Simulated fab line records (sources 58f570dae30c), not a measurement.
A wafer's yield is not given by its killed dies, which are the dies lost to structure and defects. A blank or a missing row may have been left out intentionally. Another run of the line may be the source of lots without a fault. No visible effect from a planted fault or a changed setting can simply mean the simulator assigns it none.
Split-lot trial | flow berkeley-cmos170 | 5 lots, 23 wafers read, on a route of 331 steps

== ABOUT THE SPLIT ==
At UCB170_PVT_IMPLANT_07, the setting dose-cm2 was moved away from the recipe's 2e+12 on 8 of the 23 wafers read, by -7.4% to +5.4%. For the rest of the wafers, this setting stayed at what the recipe calls for.

== FROM SPLIT TO READING: 1 step shown by the file between the two ==
- UCB170_PVT_STRIP_08: strips in O2

== THE READING ==
PVT_TW, at UCB170_PVT_TW_MEAS_09. Fault-free wafers of this fab line usually give 507.9, standard deviation 3.

wafer  | tool, chamber at the split | dose-cm2 as run | against the recipe | PVT_TW | against lot-mates on the recipe
L074.1 | implanter-02, 0            | 2e+12           | recipe             | 509.1  | -
L074.3 | implanter-02, 0            | 1.853e+12       | -7.4%              | 499.2  | -11.4
L074.4 | implanter-02, 0            | 1.853e+12       | -7.4%              | 497.9  | -12.7
L074.5 | implanter-02, 0            | 1.853e+12       | -7.4%              | 494.3  | -16.2
L074.6 | implanter-02, 0            | 2e+12           | recipe             | 512.0  | -
L080.2 | implanter-04, 0            | 2e+12           | recipe             | 509.2  | -
L080.3 | implanter-04, 0            | 1.895e+12       | -5.2%              | 503.2  | -6.2
L080.4 | implanter-04, 0            | 1.895e+12       | -5.2%              | 498.6  | -10.8
L080.5 | implanter-04, 0            | 2e+12           | recipe             | 509.6  | -
L080.6 | implanter-04, 0            | 1.895e+12       | -5.2%              | 499.8  | -9.6
L082.1 | implanter-02, 0            | 2e+12           | recipe             | 507.0  | -
L082.2 | implanter-02, 0            | 2e+12           | recipe             | 502.6  | -
L082.4 | implanter-02, 0            | 2e+12           | recipe             | 505.4  | -
L082.5 | implanter-02, 0            | 2e+12           | recipe             | 502.9  | -
L082.6 | implanter-02, 0            | 2e+12           | recipe             | 502.8  | -
L084.1 | implanter-01, 0            | 2e+12           | recipe             | 510.2  | -
L084.5 | implanter-01, 0            | 2e+12           | recipe             | 507.4  | -
L084.6 | implanter-01, 0            | 2e+12           | recipe             | 508.4  | -
L081.2 | implanter-02, 0            | 2.109e+12       | +5.4%              | 513.3  | +7.5
L081.3 | implanter-02, 0            | 2e+12           | recipe             | 505.5  | -
L081.4 | implanter-02, 0            | 2e+12           | recipe             | 505.8  | -
L081.5 | implanter-02, 0            | 2.109e+12       | +5.4%              | 514.1  | +8.3
L081.6 | implanter-02, 0            | 2e+12           | recipe             | 506.0  | -

FIT RESULTS
A straight line over all 23 wafers: PVT_TW changes by +1.28 for each +1% of dose-cm2; r = +0.87; the points scatter about the line by 2.6.
The same after taking each lot's own level away (the mean of its wafers on the recipe; 23 wafers): +1.7 for each +1%; r = +0.97; scatter 1.6.
That fit puts the effect of the largest move of dose-cm2 on the reading at 12.
From 504.14 to 510.55: that is the span of the lots' own levels, equal to 2.1 times the standard deviation above.
Thus the slope moves with the lot-to-lot level: the two fits are different.
Check: -13 against its lot-mates is what the line predicts for one of the wafers moved furthest among these (-7.4%) when that wafer is left out of the fit. Against them it came out at -11.4.

== OTHER SPLITS ON THESE WAFERS ==
Other splits were also applied to these wafers ahead of the reading. Each is held against what the fit with the lots' levels taken away leaves over:
other split on the same wafers       | wafers away from the commonest value | r with PVT_TW (lot level and that fit taken away)
UCB170_START_OXIDATION_02 temp-c     | 15                                   | +0.07
UCB170_NWELL_COAT_07 resist-thk-nm   | 7                                    | -0.14
UCB170_NWELL_IMPLANT_14 energy-kev   | 11                                   | +0.06
UCB170_ACTIVE_OXIDATION_02 ox-time-s | 18                                   | +0.10
UCB170_ACTIVE_PEB_11 peb-temp-c      | 7                                    | +0.20
UCB170_SCREENOX_OXIDATION_01 temp-c  | 15                                   | -0.03

== FILE'S OWN FIT ==
PVT_TW changes by +1.69 for each +1% of dose-cm2, r = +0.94.
